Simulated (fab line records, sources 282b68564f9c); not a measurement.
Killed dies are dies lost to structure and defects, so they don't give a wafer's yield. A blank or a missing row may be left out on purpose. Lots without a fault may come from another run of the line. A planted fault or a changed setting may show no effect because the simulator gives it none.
A struck lot beside a sound one | flow rit_cmos | 15 steps out of a route of 202
Sound: wafers L160.4, L160.5, L160.6. Struck: wafers L170.2, L170.5, L170.6. The cause comes at the end.
At each step with rows: each side's tool, then ch and its chambers, then its first start. Under that, the readings that differ: sound wafers | struck wafers | difference of the means | sigmas: that difference in standard deviations of wafers without a fault.
alike: readings whose means differ by less than 2 such deviations, and words and numbers that are the same on both sides. not compared: withheld readings, readings that some wafer has no value for, bounds like >300 that may hide the same value, and numbers for which the record gives no deviation and whose values overlap.
The two part at a step that has a row with sigmas, a row that says differs or no value, or rows on one side only. Numbers that don't overlap but have no deviation are shown without sigmas and don't part them. A reading that every wafer of one side lacks parts them only if that side has two wafers or more.

first, 5 steps without rows for these wafers: RIT_NLDD_COAT_01 (resist thk 1000 nm); RIT_NLDD_SOFTBAKE_02 (time 60 s); RIT_NLDD_EXPOSE_03 (exposes mask M7, target cd 40700 nm); RIT_NLDD_PEB_04; RIT_NLDD_DEVELOP_05 (develop time 50 s).
RIT_NLDD_OVL_MEAS_06:
  sound on overlay-01, day 3 09:55; struck on overlay-01, day 5 11:52
  alike: NLDD_OVL
then, 2 steps without rows for these wafers: RIT_NLDD_HARDBAKE_07 (time 60 s); RIT_NLDD_IMPLANT_08.
RIT_NLDD_STRIP_09: strips in O2, time 180 s.
  sound on plasma_asher-03 ch 0,1, day 3 10:17; struck on plasma_asher-02 ch 0,1, day 5 12:11
  alike: drypump_motor_current_A, rf_refl_power_W
  not compared: rf_hours_counter_h
RIT_NLDD_TW_MEAS_10:
  sound on film_metro-02, day 3 10:26; struck on film_metro-04, day 5 12:23
  alike: NLDD_TW
then, 2 steps without rows for these wafers: RIT_PLDD_HMDS_00 (prime time 60 s); RIT_PLDD_COAT_01 (resist thk 1000 nm).
RIT_PLDD_SOFTBAKE_02: time 60 s.
  sound on litho_track-03 ch 0, day 3 10:51; struck on litho_track-02 ch 0, day 5 12:45
  reading                  | sound             | struck            | difference | sigmas
  heater_power_total_W (W) | 34.63 34.54 34.50 | 35.29 35.37 35.32 | +0.77      | +16
  run_length_s (s)         | 89.16 89.38 89.32 | 84.44 84.32 84.36 | -4.91      | -33
  alike: resist_line_temp_C
then, 1 step without rows for these wafers: RIT_PLDD_EXPOSE_03 (exposes mask M8, target cd 40900 nm).
RIT_M1_PROBE_99:
  sound on prober-02, day 4 02:11; struck on prober-01, day 6 03:43
  alike: killed_at_M0_to_M3, killed_at_contacts, killed_at_front_end, killed_dies, killed_open, killed_short

WHERE THEY PART
Only at RIT_PLDD_SOFTBAKE_02, within this record. Later steps at which nothing parts them and some readings are alike: RIT_M1_PROBE_99.

WHY: what the simulator had put in
Process parameter drift: litho_track-02, from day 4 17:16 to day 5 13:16, at RIT_PLDD_SOFTBAKE_02. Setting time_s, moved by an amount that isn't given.
